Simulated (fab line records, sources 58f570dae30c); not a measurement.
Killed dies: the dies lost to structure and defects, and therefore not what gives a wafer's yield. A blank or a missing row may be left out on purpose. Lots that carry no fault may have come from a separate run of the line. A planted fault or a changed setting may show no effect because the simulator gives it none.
fab line records :: flow berkeley_cmos170
record:
  lots: 14
  wafers: 42
  last_day: 12
route steps=331 shown PWELL@45
lots that met no fault: from a run of the same line without faults
start_h: the number of hours between the record's first day and the start of the first shown wafer of the lot :: wait_h: time in hours since the lot's previous step :: " the same as in the row above :: L1.1+2: several wafers, shown together as one row :: - no value, or no start was given :: * or withheld: withheld :: < > ~ a bound
route shown NAME@n: names a module that has steps shown in the file, with the first one's number in the route :: usual: the fault-free wafers' mean and standard deviation :: same: alike in all rows :: chamber/n: place in a boat :: sites: per-site readings :: _std_site: standard deviation of those values :: _edge_site: mean of outer sites minus mean of inner sites :: radius_mm: for every site, how far away it sits from the centre of the wafer :: mask NAME#n: copy n :: behind: the tool/chamber that last shaped the wafer :: hold: why the lot was held/for how many hours/how that ended :: device: whichever transistor did not switch (one of n, p or np) :: end of line: tests of these same wafers at the route's end :: where a step has no rows: the recipe by itself :: killed: dies that structure and defects cost at the first sort, which is not the same as the wafer's yield :: map: a wafer's dies, marking killed ones x, the rest . and places with no die _
set.NAME: the setting that was run; set.NAME@STEP: the one run at that earlier step :: model.NAME: the simulator's own value behind a step, which no gauge read
one table for each step of the route and one row for each wafer, over a sample of lots
services: a tool's chamber out of use, with start hour (start_h, from the record's first day; less than 0 if before it), hours out, and reason
== steps ==
step: UCB170_PWELL_PEB_11
recipe:
  peb_temp_c: 130
  peb_time_s: withheld
  resist: KrF
usual:
  chill_plate_temp_C: 22.99/0.095
  exhaust_pa: 45.2/0.79
  resist_line_temp_C: 22.98/0.12
lot.wafer: L193.3
tool: litho_track-04
chamber: 0
start_h: 50.53
wait_h: 0.3
chill_plate_temp_C: 23.01
exhaust_pa: 44.6
resist_line_temp_C: 23.29

lot.wafer: L193.5
tool: litho_track-04
chamber: 0
start_h: 50.53
wait_h: 0.3
chill_plate_temp_C: 22.92
exhaust_pa: 44.0
resist_line_temp_C: 23.00

lot.wafer: L193.6
tool: litho_track-04
chamber: 0
start_h: 50.53
wait_h: 0.3
chill_plate_temp_C: 22.85
exhaust_pa: 44.2
resist_line_temp_C: 23.07

lot.wafer: L195.1
tool: litho_track-01
chamber: 0
start_h: 57.48
wait_h: 0.2
chill_plate_temp_C: 22.99
exhaust_pa: 44.0
resist_line_temp_C: 22.87

lot.wafer: L195.5
tool: litho_track-01
chamber: 0
start_h: 57.48
wait_h: 0.2
chill_plate_temp_C: 22.95
exhaust_pa: 44.2
resist_line_temp_C: 22.68

lot.wafer: L195.6
tool: litho_track-01
chamber: 0
start_h: 57.48
wait_h: 0.2
chill_plate_temp_C: 23.05
exhaust_pa: 44.3
resist_line_temp_C: 22.90

lot.wafer: L196.1
tool: litho_track-01
chamber: -
start_h: 62.22
wait_h: 0.1
chill_plate_temp_C: -
exhaust_pa: -
resist_line_temp_C: -

lot.wafer: L196.3
tool: litho_track-01
chamber: -
start_h: 62.22
wait_h: 0.1
chill_plate_temp_C: -
exhaust_pa: -
resist_line_temp_C: -

lot.wafer: L196.5
tool: litho_track-01
chamber: -
start_h: 62.22
wait_h: 0.1
chill_plate_temp_C: -
exhaust_pa: -
resist_line_temp_C: -

lot.wafer: L197.1
tool: litho_track-01
chamber: -
start_h: 69.01
wait_h: 0.1
chill_plate_temp_C: -
exhaust_pa: -
resist_line_temp_C: -

lot.wafer: L197.4
tool: litho_track-01
chamber: -
start_h: 69.01
wait_h: 0.1
chill_plate_temp_C: -
exhaust_pa: -
resist_line_temp_C: -

lot.wafer: L197.5
tool: litho_track-01
chamber: -
start_h: 69.01
wait_h: 0.1
chill_plate_temp_C: -
exhaust_pa: -
resist_line_temp_C: -

lot.wafer: L198.2
tool: litho_track-04
chamber: 0
start_h: 69.27
wait_h: 0.1
chill_plate_temp_C: 23.14
exhaust_pa: 45.3
resist_line_temp_C: 22.90

lot.wafer: L198.3
tool: litho_track-04
chamber: 0
start_h: 69.27
wait_h: 0.1
chill_plate_temp_C: 23.04
exhaust_pa: 43.8
resist_line_temp_C: 23.14

lot.wafer: L198.4
tool: litho_track-04
chamber: 0
start_h: 69.27
wait_h: 0.1
chill_plate_temp_C: 23.15
exhaust_pa: 45.5
resist_line_temp_C: 23.01

lot.wafer: L206.4
tool: litho_track-03
chamber: 0
start_h: 114.93
wait_h: 0.1
chill_plate_temp_C: 22.92
exhaust_pa: 44.5
resist_line_temp_C: 22.83

lot.wafer: L206.5
tool: litho_track-03
chamber: 0
start_h: 114.93
wait_h: 0.1
chill_plate_temp_C: 22.89
exhaust_pa: 44.3
resist_line_temp_C: 22.96

lot.wafer: L206.6
tool: litho_track-03
chamber: 0
start_h: 114.93
wait_h: 0.1
chill_plate_temp_C: 22.91
exhaust_pa: 45.7
resist_line_temp_C: 22.81

lot.wafer: L209.2
tool: litho_track-04
chamber: 0
start_h: 128.76
wait_h: 1.0
chill_plate_temp_C: 23.10
exhaust_pa: 45.2
resist_line_temp_C: 22.81

lot.wafer: L209.3
tool: litho_track-04
chamber: 0
start_h: 128.76
wait_h: 1.0
chill_plate_temp_C: 23.05
exhaust_pa: 45.7
resist_line_temp_C: 22.92

lot.wafer: L209.6
tool: litho_track-04
chamber: 0
start_h: 128.76
wait_h: 1.0
chill_plate_temp_C: 22.96
exhaust_pa: 45.4
resist_line_temp_C: 22.86

lot.wafer: L210.1
tool: litho_track-04
chamber: 0
start_h: 138.21
wait_h: 0.4
chill_plate_temp_C: 23.02
exhaust_pa: 45.2
resist_line_temp_C: 22.94

lot.wafer: L210.2
tool: litho_track-04
chamber: 0
start_h: 138.21
wait_h: 0.4
chill_plate_temp_C: 22.91
exhaust_pa: 46.0
resist_line_temp_C: 22.98

lot.wafer: L210.4
tool: litho_track-04
chamber: 0
start_h: 138.21
wait_h: 0.4
chill_plate_temp_C: 22.94
exhaust_pa: 45.4
resist_line_temp_C: 23.02

lot.wafer: L212.1
tool: litho_track-03
chamber: 0
start_h: 148.02
wait_h: 0.1
chill_plate_temp_C: 22.89
exhaust_pa: 44.1
resist_line_temp_C: 22.91

lot.wafer: L212.5
tool: litho_track-03
chamber: 0
start_h: 148.02
wait_h: 0.1
chill_plate_temp_C: 23.11
exhaust_pa: 45.8
resist_line_temp_C: 23.10

lot.wafer: L212.6
tool: litho_track-03
chamber: 0
start_h: 148.02
wait_h: 0.1
chill_plate_temp_C: 22.97
exhaust_pa: 46.1
resist_line_temp_C: 23.00

lot.wafer: L213.1
tool: litho_track-04
chamber: 0
start_h: 148.26
wait_h: 0.1
chill_plate_temp_C: 23.14
exhaust_pa: 45.8
resist_line_temp_C: 22.90

lot.wafer: L213.4
tool: litho_track-04
chamber: 0
start_h: 148.26
wait_h: 0.1
chill_plate_temp_C: 23.08
exhaust_pa: 45.3
resist_line_temp_C: 23.15

lot.wafer: L213.6
tool: litho_track-04
chamber: 0
start_h: 148.26
wait_h: 0.1
chill_plate_temp_C: 23.02
exhaust_pa: 44.6
resist_line_temp_C: 22.99

lot.wafer: L211.4
tool: litho_track-01
chamber: 0
start_h: 148.31
wait_h: 0.2
chill_plate_temp_C: 23.02
exhaust_pa: 44.7
resist_line_temp_C: 23.19

lot.wafer: L211.5
tool: litho_track-01
chamber: 0
start_h: 148.31
wait_h: 0.2
chill_plate_temp_C: 23.20
exhaust_pa: 45.9
resist_line_temp_C: 23.00

lot.wafer: L211.6
tool: litho_track-01
chamber: 0
start_h: 148.31
wait_h: 0.2
chill_plate_temp_C: 22.99
exhaust_pa: 45.4
resist_line_temp_C: 23.13

lot.wafer: L214.3
tool: litho_track-01
chamber: 0
start_h: 158.12
wait_h: 0.6
chill_plate_temp_C: 22.95
exhaust_pa: 44.7
resist_line_temp_C: 22.87

lot.wafer: L214.4
tool: litho_track-01
chamber: 0
start_h: 158.12
wait_h: 0.6
chill_plate_temp_C: 23.14
exhaust_pa: 46.0
resist_line_temp_C: 22.90

lot.wafer: L214.5
tool: litho_track-01
chamber: 0
start_h: 158.12
wait_h: 0.6
chill_plate_temp_C: 23.12
exhaust_pa: 44.4
resist_line_temp_C: 22.75

lot.wafer: L215.1
tool: litho_track-03
chamber: 0
start_h: 158.22
wait_h: 0.6
chill_plate_temp_C: 23.11
exhaust_pa: 44.9
resist_line_temp_C: 22.93

lot.wafer: L215.3
tool: litho_track-03
chamber: 0
start_h: 158.22
wait_h: 0.6
chill_plate_temp_C: 22.93
exhaust_pa: 45.6
resist_line_temp_C: 23.00

lot.wafer: L215.4
tool: litho_track-03
chamber: 0
start_h: 158.22
wait_h: 0.6
chill_plate_temp_C: 22.88
exhaust_pa: 44.3
resist_line_temp_C: 22.81

lot.wafer: L216.1
tool: litho_track-01
chamber: 0
start_h: 164.71
wait_h: 0.7
chill_plate_temp_C: 23.16
exhaust_pa: 46.9
resist_line_temp_C: 23.01

lot.wafer: L216.3
tool: litho_track-01
chamber: 0
start_h: 164.71
wait_h: 0.7
chill_plate_temp_C: 23.10
exhaust_pa: 46.6
resist_line_temp_C: 23.10

lot.wafer: L216.4
tool: litho_track-01
chamber: 0
start_h: 164.71
wait_h: 0.7
chill_plate_temp_C: 23.12
exhaust_pa: 45.4
resist_line_temp_C: 23.01
== services ==
tool: litho_track-01
chamber: -
start_h: 149.99
hours: -
kind: consumable_replace:filter
== key ==
first_sign:
  step: UCB170_PWELL_PEB_11
  reading: tool_record
  direction: missing
effect none on later readings
met_at UCB170_PWELL_PEB_11
struck_lots L196,L197
later_rows_left_out L196.1,L196.3,L196.5,L197.1,L197.4,L197.5
sort_left_out L196.1,L196.3,L196.5,L197.1,L197.4,L197.5
tester_left_out L196,L197
onset_between 57.48 62.22
fault:
  kind: skipped_step_whole
  tool: litho_track-01
  chamber: -
  onset_h: 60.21
  steps: UCB170_PWELL_PEB_11
  scope: struck_lots_only
tester_left_out: of these lots the tester's yield and bins aren't shown, on N5 and GAA mostly nor the transistor test; their killed dies are dies lost to structure and defects alone, not to doping, threshold or leakage, so they don't give the yield
sort_left_out: the simulated sort isn't trusted on such a fault, so these wafers' sort isn't shown, and their yield isn't known
later_rows_left_out: the simulator's readings of these wafers behind a module that went badly wrong aren't trusted and aren't shown, but for the sort
